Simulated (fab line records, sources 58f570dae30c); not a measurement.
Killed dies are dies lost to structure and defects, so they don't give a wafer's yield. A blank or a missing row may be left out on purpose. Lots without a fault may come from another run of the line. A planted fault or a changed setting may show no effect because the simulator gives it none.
One fault seen from 2 desks | flow berkeley_cmos170 | each desk has only its own numbers; what lay behind them comes last

THE TOOL OWNER'S DESK: lpcvd-01
The tool's own readings at UCB170_CONTACT_CVD_01 (deposits PSG from SiH4/O2/PH3, target thk 700 nm, time 2820 s): means of the sampled wafers that have a number, for each lot that ran on this tool. A lot is out of limits, marked OUT, if its mean lies more than 4 standard deviations from the usual mean; the brackets give that distance.
Columns: A = susceptor_temp_C at UCB170_CONTACT_CVD_01, usual 450.02 C
lot  | first seen here | A
L933 | day 8 22:51     | 449.75
L934 | day 8 22:51     | 449.69
L937 | day 9 09:56     | 450.18
L938 | day 9 21:28     | 449.55
L945 | day 11 04:27    | 450.30
L948 | day 11 04:27    | 450.07
L951 | day 12 10:18    | 450.23
This desk's finding: nothing out of limits on any of the 7 lots.

THE METROLOGY DESK
What the gauges read, lot by lot, whatever tool the lot ran on: means of the sampled wafers that have a number. A lot is out of limits, marked OUT, if its mean lies more than 4 standard deviations from the usual mean; the brackets give that distance.
Columns: A = cd_nm at UCB170_PSD_CD_MEAS_06, usual 1199.7 nm; B = CONTACT_PSG_THK at UCB170_CONTACT_THK_MEAS_02, usual 700 nm; C = M1_AL_RS at UCB170_M1_RS_MEAS_01, usual 0.0486 ohm/sq
lot  | first seen here | A      | B             | C
L932 | day 8 00:53     | 1198.4 | 703           | 0.0492
L933 | day 8 15:14     | 1203.1 | 703           | 0.0488
L934 | day 8 15:30     | 1199.2 | 704           | 0.0479
L937 | day 9 05:18     | 1198.3 | 707           | 0.0485
L938 | day 9 16:54     | 1201.9 | 703           | 0.0484
L939 | day 9 16:59     | 1199.9 | 699           | 0.0482
L940 | day 9 17:10     | 1198.0 | 696           | 0.0485
L945 | day 10 23:32    | 1197.1 | 556 (-27) OUT | 0.0492
L948 | day 10 23:33    | 1200.6 | 694           | 0.0488
L950 | day 11 04:36    | 1202.1 | 695           | 0.0483
L949 | day 11 04:52    | 1198.5 | 701           | 0.0487
L951 | day 12 03:46    | 1199.4 | 696           | 0.0477
L955 | day 12 13:41    | 1198.9 | 692           | 0.0479
This desk's finding: out of limits on L945; first on L945, day 11 06:15 (CONTACT_PSG_THK at UCB170_CONTACT_THK_MEAS_02). In limits: L932, L933, L934, L937, L938, L939, L940, L948, L950, L949, L951, L955.

PUT TOGETHER
The metrology desk could have raised an alarm at day 11 06:15, on L945.
The tool owner's desk saw nothing out of limits.
The tool owner's desk has L945 on record, within its limits.
Of the lots named, all ran UCB170_CONTACT_CVD_01 on lpcvd-01.

WHAT THE SIMULATOR HAD PUT IN
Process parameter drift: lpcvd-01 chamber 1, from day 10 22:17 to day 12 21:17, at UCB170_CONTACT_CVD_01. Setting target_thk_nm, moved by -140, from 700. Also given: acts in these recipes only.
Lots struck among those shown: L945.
Hours from the fault's start to each desk's first reading out of limits: the metrology desk, 8.
